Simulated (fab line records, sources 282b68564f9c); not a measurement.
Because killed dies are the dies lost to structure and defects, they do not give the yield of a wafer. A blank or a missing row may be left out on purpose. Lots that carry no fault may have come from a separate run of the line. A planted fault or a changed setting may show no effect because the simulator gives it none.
Matching of chambers | flow ritCmos | 3 sister chambers for RIT_CONTACT_CVD_00 on pecvd-04
The step deposits SiO2 from TEOS, target thk 400 nm, time 61 s. 6 wafers are shown with their chamber, then 7 later ones without.

WAFERS, EACH WITH ITS CHAMBER
wafer  | chamber | heaterPowerW (W)
L108.6 | 1       | 339
L111.1 | 1       | 317
L123.3 | 2       | 387
L123.4 | 2       | 381
L126.1 | 0       | 361
L126.4 | 0       | 362

WAFERS MISSING THEIR CHAMBER
wafer  | heaterPowerW (W)
L126.5 | 305
L128.1 | 354
L128.2 | 272
L128.6 | 357
L131.1 | 282
L131.2 | 342
L131.6 | 293

THE CHAMBER EACH PASSED THROUGH
wafer  | from the rows above     | in truth
L126.5 | 1                       | 1
L128.1 | can't be placed: 0 or 1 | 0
L128.2 | 1                       | 1
L128.6 | 0                       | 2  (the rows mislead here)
L131.1 | 1                       | 1
L131.2 | can't be placed: 1 or 0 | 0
L131.6 | 1                       | 1
4 of 7 placed correctly. Unplaceable from these rows: 2, with the true chamber sitting among the candidates in 2. Placed wrongly: 1.
How it was worked out, from the rows above alone: a wafer's distance from a chamber is the root of the sum, over the readings, of the square of ((its reading less the chamber's mean) divided by the reading's scatter). The wafer belongs to the nearest chamber; if the next one is less than 2 further off, it can't be placed. For every chamber, the mean is computed from those of its wafers that are shown. The scatter is the square root of a quotient: the sum, over the shown wafers, of each reading's squared deviation from its chamber's mean, divided by wafers minus chambers.
